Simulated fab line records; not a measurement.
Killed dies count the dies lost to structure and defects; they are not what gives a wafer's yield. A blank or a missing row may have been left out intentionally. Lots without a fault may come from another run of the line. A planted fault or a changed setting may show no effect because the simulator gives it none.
Split-lot study	flow berkeley cmos170	on a route of 331 steps: 5 lots, 23 wafers read

== THE SPLIT ==
At UCB170_NLDD_COAT_01 (resist thk 900 nm), the setting resist thk nm was moved away from the recipe's 900 nm on 5 of the 23 wafers read, by -3.4% to -1.8%. All remaining wafers had this setting at the recipe value.

The split's own step is where the reading is taken.

== THE READING ==
KrF_of_NLDD_COAT_01.thk nm (the simulator's own value, which no gauge read), in nm, at UCB170_NLDD_COAT_01 (resist thk 900 nm). There is no usual value for it anywhere in the file. Here, 18 wafers ran the recipe; their average is 898.5 nm with a standard deviation of 2.4 nm.

wafer	tool, chamber at the split	resist thk nm as run, nm	against the recipe	KrF_of_NLDD_COAT_01.thk nm, nm	against lot-mates on the recipe
L074.1	litho track-02, 0	900	recipe	902.7	-
L074.2	litho track-02, 0	900	recipe	901	-
L074.3	litho track-02, 0	900	recipe	901.4	-
L074.5	litho track-02, 0	900	recipe	900.8	-
L074.6	litho track-02, 0	900	recipe	901.7	-
L078.1	litho track-01, 0	883.7	-1.8%	883.2	-12.5
L078.2	litho track-01, 0	883.7	-1.8%	879.1	-16.6
L078.3	litho track-01, 0	900	recipe	893.7	-
L078.4	litho track-01, 0	900	recipe	897.3	-
L078.6	litho track-01, 0	900	recipe	896.1	-
L079.1	litho track-02, 0	900	recipe	899.7	-
L079.2	litho track-02, 0	900	recipe	896.2	-
L079.3	litho track-02, 0	900	recipe	898.1	-
L079.4	litho track-02, 0	900	recipe	898.7	-
L079.6	litho track-02, 0	900	recipe	897.3	-
L082.3	litho track-01, 0	900	recipe	896.4	-
L082.4	litho track-01, 0	900	recipe	896.3	-
L082.5	litho track-01, 0	900	recipe	897.7	-
L081.1	litho track-04, 0	869.6	-3.4%	870.7	-27.8
L081.2	litho track-04, 0	900	recipe	899.8	-
L081.3	litho track-04, 0	869.6	-3.4%	871.6	-26.9
L081.4	litho track-04, 0	869.6	-3.4%	868.2	-30.3
L081.6	litho track-04, 0	900	recipe	897.2	-

THE FIT
A straight line over all 23 wafers: KrF_of_NLDD_COAT_01.thk nm changes by +8.53 nm for each +1% of resist thk nm; r = +0.98; the points scatter about the line by 2.4 nm.
The same after taking each lot's own level away (the mean of its wafers on the recipe; 23 wafers): +8.34 nm for each +1%; r = +0.99; scatter 1.3 nm.
That fit puts the effect of the largest move of resist thk nm on the reading at 28 nm.
Measured against the standard deviation above, the lots' own levels, which go from 895.70 to 901.52 nm, span 2.5 times it.
So the lot-to-lot level changes the slope little: the two slopes agree.
Check: -28.3 nm against its lot-mates is what the line predicts for one of the wafers moved furthest among these (-3.4%) when that wafer is left out of the fit. Against them it came out at -27.8 nm.

== ADDITIONAL SPLITS CARRIED BY THESE WAFERS ==
Before the reading, these wafers also passed through other splits. Each is held against what the fit with the lots' levels taken away leaves over:
other split on the same wafers	wafers away from the commonest value	r with KrF_of_NLDD_COAT_01.thk nm (lot level and that fit taken away)
UCB170_PWELL_OXIDATION_02 temp c	15	+0.07
UCB170_ACTIVE_OXIDATION_02 ox time s	18	+0.05
UCB170_PFIELD_COAT_01 spin rpm	8	-0.19
UCB170_FIELD_OXIDATION_01 ox time s	10	+0.00
UCB170_PVT_IMPLANT_07 dose cm2	11	+0.01
UCB170_PVT_STRIP_08 o2 flow sccm	9	+0.15

== THE WHOLE CHAIN: every reading that the file lists as answering this split, in the file's order ==
step	what it does	reading	change (the file's fit)	r (the file's)
UCB170_NLDD_COAT_01	resist thk 900 nm	KrF_of_NLDD_COAT_01.thk nm (the simulator's own value, which no gauge read)	+8.31 nm for each +1% of the setting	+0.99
UCB170_NLDD_STRIP_10	strips in O2	strip time to endpoint s	withheld for each +1% of the setting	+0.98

== FILE'S OWN FIT ==
KrF_of_NLDD_COAT_01.thk nm changes by +8.31 nm for each +1% of resist thk nm, r = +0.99.
